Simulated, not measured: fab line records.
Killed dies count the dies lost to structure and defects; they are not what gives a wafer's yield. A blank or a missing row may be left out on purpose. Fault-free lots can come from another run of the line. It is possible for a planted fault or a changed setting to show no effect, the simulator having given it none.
Split-lot study    flow berkeley_cmos170    route with 331 steps; 5 lots, 27 wafers read

## THE SPLIT
At UCB170_M3_DEVELOP_14 (develop time 45 s), the setting develop_time_s was moved away from the recipe's 45 s on 6 of the 27 wafers read, by -47.8% to +24.8%. All remaining wafers had this setting at the recipe value.

There is no step in the file separating the split from the reading.

## THE READING
Shown in nm: cd_nm at UCB170_M3_CD_MEAS_15, with target cd 700 nm. A value of 699.8 nm with a standard deviation of 1.3 nm is what fault-free wafers of this fab line usually give.

wafer   tool, chamber at the split  develop_time_s as run, s  against the recipe  cd_nm, nm  against lot-mates on the recipe
L076.1  litho_track-01, 0           23.51                     -47.8%              705.7      +6.0
L076.2  litho_track-01, 0           45                        recipe              699.3      -
L076.3  litho_track-01, 0           45                        recipe              699.8      -
L076.4  litho_track-01, 0           23.51                     -47.8%              705.3      +5.6
L076.5  litho_track-01, 0           45                        recipe              699.9      -
L076.6  litho_track-01, 0           23.51                     -47.8%              704.8      +5.1
L078.1  litho_track-03, 0           56.15                     +24.8%              699.4      -0.3
L078.2  litho_track-03, 0           45                        recipe              699.2      -
L078.3  litho_track-03, 0           56.15                     +24.8%              696.7      -3.0
L078.4  litho_track-03, 0           56.15                     +24.8%              697.9      -1.8
L078.5  litho_track-03, 0           45                        recipe              700.3      -
L078.6  litho_track-03, 0           45                        recipe              699.6      -
L085.2  litho_track-04, 0           45                        recipe              700.4      -
L085.3  litho_track-04, 0           45                        recipe              697.9      -
L085.5  litho_track-04, 0           45                        recipe              700.9      -
L082.1  litho_track-04, 0           45                        recipe              701.3      -
L082.2  litho_track-04, 0           45                        recipe              701.5      -
L082.3  litho_track-04, 0           45                        recipe              701.6      -
L082.4  litho_track-04, 0           45                        recipe              701.8      -
L082.5  litho_track-04, 0           45                        recipe              701.1      -
L082.6  litho_track-04, 0           45                        recipe              700.5      -
L080.1  litho_track-03, 0           45                        recipe              698.3      -
L080.2  litho_track-03, 0           45                        recipe              697.1      -
L080.3  litho_track-03, 0           45                        recipe              699.0      -
L080.4  litho_track-03, 0           45                        recipe              698.6      -
L080.5  litho_track-03, 0           45                        recipe              699.2      -
L080.6  litho_track-03, 0           45                        recipe              700.0      -

FIT RESULTS
A straight line over all 27 wafers: cd_nm changes by -0.104 nm for each +1% of develop_time_s; r = -0.84; the points scatter about the line by 1.2 nm.
The same after taking each lot's own level away (the mean of its wafers on the recipe; 27 wafers): -0.106 nm for each +1%; r = -0.91; scatter 0.86 nm.
Per that fit: largest develop_time_s move, reading shift of 5 nm.
From 698.70 to 701.30 nm: that is the span of the lots' own levels, equal to 2.0 times the standard deviation above.
The two slopes agree, so the slope changes little with the lot-to-lot level.
Check: with one of the wafers moved furthest among these (-47.8%) left out of the fit, the line predicts +4.89 nm for it against its lot-mates. It came out at +6.03 nm against them.

## ADDITIONAL SPLITS CARRIED BY THESE WAFERS
Other splits were also applied to these wafers ahead of the reading. Each is held against what the fit with the lots' levels taken away leaves over:
other split on the same wafers       wafers away from the commonest value  r with cd_nm (lot level and that fit taken away)
UCB170_START_OXIDATION_02 ox_time_s  21                                    +0.14
UCB170_M1_METAL_ETCH_12 time_s       9                                     -0.04

## FILE'S OWN FIT
cd_nm changes by -0.107 nm for each +1% of develop_time_s, r = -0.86.
